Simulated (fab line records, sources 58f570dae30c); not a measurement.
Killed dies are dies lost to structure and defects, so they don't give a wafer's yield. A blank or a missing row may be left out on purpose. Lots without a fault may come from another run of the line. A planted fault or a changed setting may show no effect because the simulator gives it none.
Which tool did it? | flow berkeley_cmos170 | 14 lots, 42 wafers sampled, at 4 steps of a route of 331

WHAT THE GAUGES READ, wafer by wafer
UCB170_M2_OVL_MEAS_16. Usual: M2_OVL -1 nm, standard deviation 4.5.
lot  | measured     | on         | M2_OVL (nm) | flag
L399 | day 9 02:31  | overlay-02 | -7 -8 -16   |
L403 | day 9 12:45  | overlay-01 | 0 2 -4      |
L404 | day 9 12:59  | overlay-02 | -6 5 2      |
L402 | day 9 13:16  | overlay-01 | -6 -3 -1    |
L405 | day 10 08:37 | overlay-01 | -4 2 -2     |
L406 | day 10 09:47 | overlay-01 | 7 9 5       |
L409 | day 11 03:34 | overlay-02 | 5 -1 4      |
L408 | day 11 05:13 | overlay-01 | -4 -8 -6    |
L411 | day 11 05:26 | overlay-02 | -2 -2 -6    |
L416 | day 11 22:02 | overlay-01 | -2 1 -3     |
L415 | day 11 22:26 | overlay-01 | 0 -7 -2     |
L414 | day 11 22:45 | overlay-02 | 4 -7 -9     |
L418 | day 12 16:13 | overlay-01 | -1 -8 -6    |
L419 | day 12 16:31 | overlay-02 | 1 -4 -6     |

UCB170_V2_BOW_MEAS_03. Usual: V2_BOW 38 um, standard deviation 7.4.
lot  | measured     | on            | V2_BOW (um) | flag
L399 | day 9 03:34  | film_metro-04 | 50 41 37    |
L403 | day 9 13:45  | film_metro-01 | 39 30 36    |
L404 | day 9 14:03  | film_metro-04 | 47 41 45    |
L402 | day 9 14:16  | film_metro-02 | 45 34 38    |
L405 | day 10 09:37 | film_metro-02 | 48 40 47    |
L406 | day 10 10:52 | film_metro-04 | 34 52 44    |
L409 | day 11 04:35 | film_metro-02 | 33 37 30    |
L408 | day 11 06:16 | film_metro-04 | 31 38 30    |
L411 | day 11 06:29 | film_metro-04 | 32 40 42    |
L416 | day 11 23:02 | film_metro-04 | 37 34 24    |
L415 | day 11 23:26 | film_metro-02 | 43 43 35    |
L414 | day 11 23:45 | film_metro-02 | 39 21 21    |
L418 | day 12 17:14 | film_metro-04 | 43 31 33    |
L419 | day 12 17:31 | film_metro-04 | 49 43 44    |

WHICH TOOL RAN EACH LOT (tool, then ch and the chambers of the sampled wafers, then the start)
lot  | UCB170_V1_STRIP_15                   | UCB170_M2_ETCH_17
L399 | plasma_asher-03 ch 0,1, day 8 20:30  | rie_diel-03 ch 0,1,2, day 9 02:33
L403 | plasma_asher-04 ch 0,1, day 9 09:58  | rie_diel-01 ch 0,2,3, day 9 12:47
L404 | plasma_asher-01 ch 0,1, day 9 10:13  | rie_diel-02 ch 0,2,3, day 9 13:02
L402 | plasma_asher-04 ch 0,1, day 9 10:21  | rie_diel-03 ch 0,1,3, day 9 13:18
L405 | plasma_asher-01 ch 0,1, day 10 05:43 | rie_diel-01 ch 0,1, day 10 08:38
L406 | plasma_asher-01 ch 1, day 10 05:59   | rie_diel-03 ch 0,2, day 10 09:49
L409 | plasma_asher-04 ch 0,1, day 11 00:57 | rie_diel-02 ch 0,3, day 11 03:35
L408 | plasma_asher-04 ch 0,1, day 11 01:29 | rie_diel-02 ch 1,2,3, day 11 05:14
L411 | plasma_asher-03 ch 0,1, day 11 01:31 | rie_diel-03 ch 0,2,3, day 11 05:28
L416 | plasma_asher-03 ch 0,1, day 11 19:13 | rie_diel-03 ch 0,2,3, day 11 22:04
L415 | plasma_asher-01 ch 0,1, day 11 19:34 | rie_diel-03 ch 0,2, day 11 22:28
L414 | plasma_asher-04 ch 0,1, day 11 19:41 | rie_diel-01 ch 1,2, day 11 22:47
L418 | plasma_asher-04 ch 0,1, day 12 12:32 | rie_diel-01 ch 1,2, day 12 16:16
L419 | plasma_asher-03 ch 0,1, day 12 13:14 | rie_diel-02 ch 0,2,3, day 12 16:33
- UCB170_V1_STRIP_15: strips in O2.
- UCB170_M2_ETCH_17: etches BARC in N2/H2.

WHAT THE TOOLS THEMSELVES READ (means of the sampled wafers that have a number; where no wafer has one, the mark that the record gives instead)
UCB170_V1_STRIP_15. Usual: drypump_motor_current_A 5.7 A, standard deviation 0.38; oes_product_au 0.721 a.u., standard deviation 0.0048; strip_time_to_endpoint_s 15.33 s, standard deviation 0.12.
lot  | tool            | drypump_motor_current_A (A) | oes_product_au (a.u.) | strip_time_to_endpoint_s (s) | flag
L399 | plasma_asher-03 | 5.8                         | 0.723                 | 15.37                        |
L403 | plasma_asher-04 | 5.5                         | 0.719                 | 15.33                        |
L404 | plasma_asher-01 | 5.9                         | 0.727                 | 15.16                        |
L402 | plasma_asher-04 | 5.5                         | 0.723                 | 15.31                        |
L405 | plasma_asher-01 | 5.9                         | 0.723                 | 15.29                        |
L406 | plasma_asher-01 | 5.5                         | 0.721                 | 15.36                        |
L409 | plasma_asher-04 | 5.5                         | 0.722                 | 15.32                        |
L408 | plasma_asher-04 | 5.5                         | 0.718                 | 15.46                        |
L411 | plasma_asher-03 | 5.8                         | 0.721                 | 15.31                        |
L416 | plasma_asher-03 | 5.7                         | 0.727                 | 15.43                        |
L415 | plasma_asher-01 | 5.9                         | 0.720                 | 15.28                        |
L414 | plasma_asher-04 | 5.5                         | 0.718                 | 15.23                        |
L418 | plasma_asher-04 | 5.5                         | 0.718                 | 15.35                        |
L419 | plasma_asher-03 | 5.7                         | 0.720                 | 15.42                        |

UCB170_M2_ETCH_17. Usual: drypump_motor_current_A 5.6 A, standard deviation 0.37; oes_product_au 0.997 a.u., standard deviation 0.022; throttle_valve_pct 13.39 %, standard deviation 0.18.
lot  | tool        | drypump_motor_current_A (A) | oes_product_au (a.u.) | throttle_valve_pct (%) | flag
L399 | rie_diel-03 | 5.4                         | 0.981                 | 13.45                  |
L403 | rie_diel-01 | 5.6                         | 1.001                 | 13.44                  |
L404 | rie_diel-02 | 5.7                         | 0.998                 | 13.29                  |
L402 | rie_diel-03 | 5.8                         | 0.988                 | 13.47                  |
L405 | rie_diel-01 | 5.6                         | 1.024                 | 13.40                  |
L406 | rie_diel-03 | 5.3                         | 0.983                 | 13.42                  |
L409 | rie_diel-02 | 5.7                         | 0.997                 | 13.36                  |
L408 | rie_diel-02 | 6.0                         | 0.995                 | 13.30                  |
L411 | rie_diel-03 | 5.6                         | 0.986                 | 13.49                  |
L416 | rie_diel-03 | 5.5                         | 0.997                 | 13.50                  |
L415 | rie_diel-03 | 5.3                         | 0.973                 | 13.41                  |
L414 | rie_diel-01 | 5.4                         | 0.978                 | 13.14                  |
L418 | rie_diel-01 | 5.4                         | 0.970                 | 13.14                  |
L419 | rie_diel-02 | 5.7                         | 0.999                 | 13.31                  |

THE ANSWER, worked out from the rows above alone
Rule: a lot is off if the mean of its wafers that have a number lies more than 3 standard deviations from the usual mean. A lot without any number at a reading at which 4 lots or more have one is off too. The other lots that the step has rows for count as sound. The gauges are gone through in route order, then the tools' own readings, and for those a lot's mean is taken as printed above. The first step at which some lot is off is used, and at that step the reading that is off furthest; a lot without a number counts as furthest.
No lot is off at any reading shown: from this, nothing can be told.

WHAT THE SIMULATOR HAD PUT IN
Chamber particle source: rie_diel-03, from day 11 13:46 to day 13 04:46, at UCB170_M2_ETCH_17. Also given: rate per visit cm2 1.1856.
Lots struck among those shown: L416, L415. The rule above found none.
